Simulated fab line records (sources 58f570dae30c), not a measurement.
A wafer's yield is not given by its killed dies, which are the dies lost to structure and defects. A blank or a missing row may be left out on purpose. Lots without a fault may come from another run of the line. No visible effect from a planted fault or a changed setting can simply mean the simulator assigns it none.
Shared-tool check + flow berkeley-cmos170 + Lots sampled 14, wafers sampled 42

== REASON IT WAS OPENED ==
At UCB170_V1_THK_MEAS_01 the reading V1_TEOS_THK is flagged on 2 of 14 lots. No-fault wafers: 1997 nm, standard deviation 29.
Rule: a lot is flagged in two cases, either no wafer of it has a number, or all its wafers with numbers fall more than 4 standard deviations from that mean. The rest of the lots are taken to be sound.

| lot  | measured     | on            | V1_TEOS_THK (nm), wafer by wafer | flag    |
|------|--------------|---------------|----------------------------------|---------|
| L110 | day 7 05:38  | film-metro-02 | 1958 2004 2028                   |         |
| L109 | day 7 09:07  | film-metro-01 | 2004 2023 2032                   |         |
| L111 | day 7 19:25  | film-metro-01 | 1973 1983 2004                   |         |
| L114 | day 8 00:08  | film-metro-03 | 2027 2032 2026                   |         |
| L116 | day 9 11:27  | film-metro-03 | 1921 1956 1959                   |         |
| L118 | day 9 11:28  | film-metro-02 | 1986 2038 2010                   |         |
| L117 | day 9 11:37  | film-metro-01 | 1948 1990 2011                   |         |
| L119 | day 9 20:01  | film-metro-01 | 1959 1983 2039                   |         |
| L122 | day 10 15:24 | film-metro-02 | 1954 1999 1985                   |         |
| L121 | day 10 19:29 | film-metro-02 | 2425 2441 2410                   | FLAGGED |
| L126 | day 11 18:34 | film-metro-03 | 2023 2016 2034                   |         |
| L129 | day 11 18:37 | film-metro-02 | 2406 2412 2450                   | FLAGGED |
| L131 | day 12 08:08 | film-metro-02 | 1986 2028 1990                   |         |
| L132 | day 12 14:54 | film-metro-03 | 1995 2047 2031                   |         |
The numbers of the flagged lots are 2424 nm on average: +427 nm against the usual, or +15 standard deviations.

== LOT BY LOT: THE TOOL USED ==
The record keeps 1 process step preceding the reading, out of 331 steps on the route. Read each cell as the tool, then ch plus the chambers that the sampled wafers visited, then the start.
| lot  | flag    | UCB170_V1_CVD_00                |
|------|---------|---------------------------------|
| L110 |         | pecvd-03 ch 0,1,2, day 7 05:28  |
| L109 |         | pecvd-04 ch 0,1,2, day 7 08:58  |
| L111 |         | pecvd-03 ch 1,2, day 7 19:16    |
| L114 |         | pecvd-04 ch 0,1,2, day 7 23:58  |
| L116 |         | pecvd-01 ch 0,1, day 9 11:18    |
| L118 |         | pecvd-03 ch 0,1,2, day 9 11:18  |
| L117 |         | pecvd-03 ch 0,2, day 9 11:27    |
| L119 |         | pecvd-01 ch 1,2, day 9 19:52    |
| L122 |         | pecvd-03 ch 0,1,2, day 10 15:14 |
| L121 | FLAGGED | pecvd-03 ch 0,1,2, day 10 19:20 |
| L126 |         | pecvd-04 ch 0,2, day 11 18:23   |
| L129 | FLAGGED | pecvd-03 ch 0,1, day 11 18:23   |
| L131 |         | pecvd-04 ch 1,2, day 12 07:58   |
| L132 |         | pecvd-04 ch 0,1,2, day 12 14:43 |
These steps, and what they do:
- UCB170_V1_CVD_00: deposits SiO2 from TEOS/O2, target thk 2000 nm, time 250 s.
- UCB170_V1_THK_MEAS_01

== FLAGGED AGAINST TOTAL, ONE TOOL AT A TIME (gauges that did the reading follow at the end) ==
| step                  | tool          | lots run | flagged | share of the flagged lots | sound lots run after its first flagged lot |
|-----------------------|---------------|----------|---------|---------------------------|--------------------------------------------|
| UCB170_V1_CVD_00      | pecvd-01      | 2        | 0       | none                      | -                                          |
| UCB170_V1_CVD_00      | pecvd-03      | 7        | 2       | all                       | 0                                          |
| UCB170_V1_CVD_00      | pecvd-04      | 5        | 0       | none                      | -                                          |
| UCB170_V1_THK_MEAS_01 | film-metro-01 | 4        | 0       | none                      | -                                          |
| UCB170_V1_THK_MEAS_01 | film-metro-02 | 6        | 2       | all                       | 1 (L131)                                   |
| UCB170_V1_THK_MEAS_01 | film-metro-03 | 4        | 0       | none                      | -                                          |

== THE TABLE: WHAT IT ALLOWS ==
Rows of the table that ran all the flagged lots, 2 in number: pecvd-03 at UCB170_V1_CVD_00; film-metro-02 at UCB170_V1_THK_MEAS_01.
- pecvd-03 at UCB170_V1_CVD_00: 2 of its 7 lots flagged. It ran its last sound lot, L122, at day 10 15:14 and its first flagged lot, L121, at day 10 19:20: a fault with its onset between the two fits. Its own readings lie more than 4 standard deviations out on every wafer of the flagged lots: run-length-s.
- film-metro-02 at UCB170_V1_THK_MEAS_01: 2 of its 6 lots flagged. Lots that were sound ran on it after the first flagged one (L131); a persistent fault on the entire tool would not allow that.
What remains is a single tool, pecvd-03 at UCB170_V1_CVD_00.

== WHAT THE SIMULATOR HAD PUT IN ==
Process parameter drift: pecvd-03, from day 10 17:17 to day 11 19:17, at UCB170_V1_CVD_00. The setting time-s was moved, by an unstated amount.
Shown lots that were struck: L121, L129. The same result came from the rule above.
